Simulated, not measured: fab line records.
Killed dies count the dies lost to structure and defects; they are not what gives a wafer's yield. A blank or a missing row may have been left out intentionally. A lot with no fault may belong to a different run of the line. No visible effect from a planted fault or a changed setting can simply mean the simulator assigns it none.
Lot-split experiment | flow rit cmos | 5 lots, 23 wafers read, on a route of 202 steps

THE SPLIT
At RIT_GATE_CVD_08 (deposits poly-Si from SiH4, target thk 250 nm, time 2220 s), the setting temp c was moved away from the recipe's 610 C on 20 of the 23 wafers read, by -2.5% to +1.2%. This setting was run at the recipe's value on the other wafers.

FROM THE SPLIT TO THE READING: what the file shows between them, 8 steps
- RIT_GATE_THK_MEAS_09
- RIT_GATE_COAT_11: resist thk 850 nm (also split here: spin rpm)
- RIT_GATE_SOFTBAKE_12: time 60 s
- RIT_GATE_EXPOSE_13: exposes mask M6, target cd 150 nm
- RIT_GATE_PEB_14
- RIT_GATE_DEVELOP_15: develop time 50 s
- RIT_GATE_CD_MEAS_16: target cd 150 nm
- RIT_GATE_HARDBAKE_18: time 60 s

THE READING
oes product au, in a.u., at RIT_GATE_ETCH_19 (etches poly-Si in SF6/CHF3/O2, stops on SiO2, time 171.6 s, target depth 312.5 nm). Typical for fault-free wafers on this fab line: 0.850 a.u., with standard deviation 0.017 a.u.

wafer  | tool, chamber at the split | temp c as run, C | against the recipe | oes product au, a.u. | against lot-mates on the recipe
L075.2 | -, -                       | 601.8            | -1.3%              | 0.751                | no lot-mate on the recipe
L075.3 | -, -                       | 601.8            | -1.3%              | 0.763                | no lot-mate on the recipe
L075.4 | -, -                       | 601.8            | -1.3%              | 0.767                | no lot-mate on the recipe
L075.5 | -, -                       | 601.8            | -1.3%              | 0.752                | no lot-mate on the recipe
L075.6 | -, -                       | 601.8            | -1.3%              | 0.760                | no lot-mate on the recipe
L079.1 | -, -                       | 617.3            | +1.2%              | 0.917                | no lot-mate on the recipe
L079.2 | -, -                       | 617.3            | +1.2%              | 0.931                | no lot-mate on the recipe
L079.3 | -, -                       | 617.3            | +1.2%              | 0.966                | no lot-mate on the recipe
L079.4 | -, -                       | 617.3            | +1.2%              | 0.921                | no lot-mate on the recipe
L079.5 | -, -                       | 617.3            | +1.2%              | 0.929                | no lot-mate on the recipe
L081.2 | lpcvd-01, 0                | 610              | recipe             | 0.820                | -
L081.4 | lpcvd-01, 0                | 610              | recipe             | 0.823                | -
L081.5 | lpcvd-01, 0                | 610              | recipe             | 0.820                | -
L084.1 | -, -                       | 601.8            | -1.3%              | 0.745                | no lot-mate on the recipe
L084.2 | -, -                       | 601.8            | -1.3%              | 0.761                | no lot-mate on the recipe
L084.3 | -, -                       | 601.8            | -1.3%              | 0.749                | no lot-mate on the recipe
L084.5 | -, -                       | 601.8            | -1.3%              | 0.746                | no lot-mate on the recipe
L084.6 | -, -                       | 601.8            | -1.3%              | 0.753                | no lot-mate on the recipe
L085.1 | -, -                       | 594.5            | -2.5%              | 0.670                | no lot-mate on the recipe
L085.2 | -, -                       | 594.5            | -2.5%              | 0.655                | no lot-mate on the recipe
L085.3 | -, -                       | 594.5            | -2.5%              | 0.645                | no lot-mate on the recipe
L085.4 | -, -                       | 594.5            | -2.5%              | 0.644                | no lot-mate on the recipe
L085.6 | -, -                       | 594.5            | -2.5%              | 0.644                | no lot-mate on the recipe

FIT RESULTS
A straight line over all 23 wafers: oes product au changes by +0.0723 a.u. for each +1% of temp c; r = +0.99; the points scatter about the line by 0.016 a.u.
Too few moved wafers with a lot-mate on the recipe to fit a line net of each lot's own level.

THE WHOLE CHAIN: every reading that the file lists as answering this split, in the file's order
step                 | what it does                                                                      | reading                                                                        | change (the file's fit)                  | r (the file's)
RIT_GATE_CVD_08      | deposits poly-Si from SiH4, target thk 250 nm, time 2220 s                        | poly-Si_of_GATE_CVD_08.thk nm (the simulator's own value, which no gauge read) | +33.2 nm for each +1% of the setting     | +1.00
RIT_GATE_THK_MEAS_09 |                                                                                   | GATE_POLY_THK                                                                  | +33.2 for each +1% of the setting        | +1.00
RIT_GATE_ETCH_19     | etches poly-Si in SF6/CHF3/O2, stops on SiO2, time 171.6 s, target depth 312.5 nm | oes product au                                                                 | +0.0724 a.u. for each +1% of the setting | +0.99
RIT_GATE_ETCH_19     | etches poly-Si in SF6/CHF3/O2, stops on SiO2, time 171.6 s, target depth 312.5 nm | GATE.feature depth nm (the simulator's own value, which no gauge read)         | +33.2 nm for each +1% of the setting     | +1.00
RIT_GATE_ETCH_19     | etches poly-Si in SF6/CHF3/O2, stops on SiO2, time 171.6 s, target depth 312.5 nm | etch.depth nm (the simulator's own value, which no gauge read)                 | +33.2 nm for each +1% of the setting     | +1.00
RIT_M1_PROBE_99      |                                                                                   | etest.pmos turned.r on ohm um (the simulator's own value, which no gauge read) | -427 for each +1% of the setting         | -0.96
RIT_M1_PROBE_99      |                                                                                   | etest.pmos_0p15.r on ohm um (the simulator's own value, which no gauge read)   | -346 for each +1% of the setting         | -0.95
RIT_M1_PROBE_99      |                                                                                   | etest.pplus sal.width nm (the simulator's own value, which no gauge read)      | -80.5 nm for each +1% of the setting     | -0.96

FILE'S OWN FIT
oes product au changes by +0.0724 a.u. for each +1% of temp c, r = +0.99.
